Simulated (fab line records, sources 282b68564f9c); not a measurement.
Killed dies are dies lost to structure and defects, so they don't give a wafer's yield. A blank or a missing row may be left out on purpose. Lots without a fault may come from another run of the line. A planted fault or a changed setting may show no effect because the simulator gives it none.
Which tool did it? | flow rit_cmos | 14 lots, 42 wafers sampled, at 3 steps of a route of 202

WHAT THE GAUGES READ, wafer by wafer
RIT_NRETRO_TW_MEAS_10. Usual: NRETRO_TW 1051, standard deviation 6.9.
lot  | measured    | on            | NRETRO_TW      | flag
L197 | day 2 07:03 | film_metro-01 | 1043 1050 1042 |
L200 | day 2 22:01 | film_metro-01 | 1047 1033 1042 |
L201 | day 3 02:22 | film_metro-03 | 1059 1054 1054 |
L202 | day 3 08:34 | film_metro-03 | 1059 1061 1057 |
L205 | day 3 22:17 | film_metro-02 | 1058 1048 1057 |
L209 | day 4 18:32 | film_metro-02 | 1056 1061 1065 |
L211 | day 5 04:21 | film_metro-02 | 1061 1053 1062 |
L212 | day 5 09:16 | film_metro-01 | 1045 1040 1045 |
L214 | day 5 19:20 | film_metro-03 | 1050 1052 1045 |
L216 | day 6 08:25 | film_metro-02 | 1055 1058 1056 |
L217 | day 6 11:22 | film_metro-03 | 1052 1056 1053 |
L218 | day 6 15:50 | film_metro-03 | 1053 1060 1057 |
L219 | day 6 20:21 | film_metro-01 | 1052 1048 1049 |
L220 | day 7 01:26 | film_metro-02 | 1052 1060 1057 |

RIT_PRETRO_OVL_MEAS_06. Usual: PRETRO_OVL 1.0 nm, standard deviation 1.3.
lot  | measured    | on         | PRETRO_OVL (nm) | flag
L197 | day 2 07:59 | overlay-02 | 1.6 0.7 1.0     |
L200 | day 2 23:04 | overlay-02 | 0.5 -0.8 1.5    |
L201 | day 3 03:17 | overlay-01 | 3.1 2.7 2.7     |
L202 | day 3 09:37 | overlay-01 | 1.7 2.5 1.1     |
L205 | day 3 23:22 | overlay-01 | 0.4 1.0 -0.2    |
L209 | day 4 19:36 | overlay-02 | 3.2 2.1 1.2     |
L211 | day 5 05:25 | overlay-02 | 0.2 2.0 2.2     |
L212 | day 5 10:12 | overlay-01 | 1.6 2.6 -1.2    |
L214 | day 5 20:24 | overlay-02 | 0.9 0.5 -0.2    |
L216 | day 6 09:28 | overlay-01 | 1.3 2.8 1.6     |
L217 | day 6 12:26 | overlay-01 | 2.1 0.7 2.3     |
L218 | day 6 16:53 | overlay-01 | -0.9 1.4 1.5    |
L219 | day 6 21:17 | overlay-01 | 1.8 -0.9 0.5    |
L220 | day 7 02:29 | overlay-02 | 0.9 1.5 1.8     |

WHICH TOOL RAN EACH LOT (tool, then ch and the chambers of the sampled wafers, then the start)
lot  | RIT_ACTIVE_ETCH_13
L197 | rie_diel-01 ch 0,1,2, day 1 15:46
L200 | rie_diel-04 ch 0,1,2, day 2 05:59
L201 | rie_diel-04 ch 0,2,3, day 2 10:46
L202 | rie_diel-02 ch 0,2, day 2 17:02
L205 | rie_diel-04 ch 0,1,3, day 3 06:43
L209 | rie_diel-01 ch 0,1,3, day 4 03:38
L211 | rie_diel-02 ch 0,1,2, day 4 13:32
L212 | rie_diel-02 ch 1,2,3, day 4 17:50
L214 | rie_diel-01 ch 0,3, day 5 04:32
L216 | rie_diel-04 ch 1,3, day 5 13:50
L217 | rie_diel-02 ch 0,1,2, day 5 19:32
L218 | rie_diel-01 ch 0,2,3, day 6 00:42
L219 | rie_diel-02 ch 0,1,2, day 6 05:25
L220 | rie_diel-04 ch 0,3, day 6 09:44
- RIT_ACTIVE_ETCH_13: etches Si3N4 in SF6, stops on SiO2, time 210 s, target depth 210 nm.

WHAT THE TOOLS THEMSELVES READ (means of the sampled wafers that have a number; where no wafer has one, the mark that the record gives instead)
RIT_ACTIVE_ETCH_13. Usual: SF6_flow_sccm 200.0 sccm, standard deviation 0.59; chamber_pressure_mTorr 259.99 mTorr, standard deviation 0.25; drypump_motor_current_A 5.7 A, standard deviation 0.44; oes_product_au 0.819 a.u., standard deviation 0.013; throttle_valve_pct 7.53 %, standard deviation 0.084.
lot  | tool        | SF6_flow_sccm (sccm) | chamber_pressure_mTorr (mTorr) | drypump_motor_current_A (A) | oes_product_au (a.u.) | throttle_valve_pct (%) | flag
L197 | rie_diel-01 | 200.3                | 260.05                         | 5.3                         | 0.821                 | 7.56                   |
L200 | rie_diel-04 | 199.6                | 260.00                         | 5.8                         | 0.820                 | 7.48                   |
L201 | rie_diel-04 | 200.3                | 277.48                         | 5.9                         | 0.817                 | 7.52                   | OFF
L202 | rie_diel-02 | 199.6                | 260.00                         | 5.6                         | 0.830                 | 7.52                   |
L205 | rie_diel-04 | 199.9                | 277.24                         | 6.1                         | 0.818                 | 7.50                   | OFF
L209 | rie_diel-01 | 200.8                | 260.03                         | 5.2                         | 0.815                 | 7.60                   |
L211 | rie_diel-02 | 200.0                | 260.03                         | 5.7                         | 0.828                 | 7.55                   |
L212 | rie_diel-02 | 200.2                | 259.99                         | 5.8                         | 0.820                 | 7.53                   |
L214 | rie_diel-01 | 199.6                | 260.01                         | 4.9                         | 0.810                 | 7.60                   |
L216 | rie_diel-04 | 200.0                | 260.02                         | 6.1                         | 0.822                 | 7.56                   |
L217 | rie_diel-02 | 199.2                | 259.92                         | 5.6                         | 0.822                 | 7.55                   |
L218 | rie_diel-01 | 200.4                | 259.89                         | 5.0                         | 0.824                 | 7.56                   |
L219 | rie_diel-02 | 200.3                | 260.07                         | 5.6                         | 0.820                 | 7.56                   |
L220 | rie_diel-04 | 200.6                | 259.93                         | 6.0                         | 0.807                 | 7.46                   |

THE ANSWER, worked out from the rows above alone
Rule: a lot is off if the mean of its wafers that have a number lies more than 3 standard deviations from the usual mean. A lot without any number at a reading at which 4 lots or more have one is off too. The other lots that the step has rows for count as sound. The gauges are gone through in route order, then the tools' own readings, and for those a lot's mean is taken as printed above. The first step at which some lot is off is used, and at that step the reading that is off furthest; a lot without a number counts as furthest.
Off: L201, L205, at RIT_ACTIVE_ETCH_13 (chamber_pressure_mTorr).
A tool fits if, at that step or a process step before it, it ran every lot that is off, and no sound lot after the first of them. None of those tried fits.

WHAT THE SIMULATOR HAD PUT IN
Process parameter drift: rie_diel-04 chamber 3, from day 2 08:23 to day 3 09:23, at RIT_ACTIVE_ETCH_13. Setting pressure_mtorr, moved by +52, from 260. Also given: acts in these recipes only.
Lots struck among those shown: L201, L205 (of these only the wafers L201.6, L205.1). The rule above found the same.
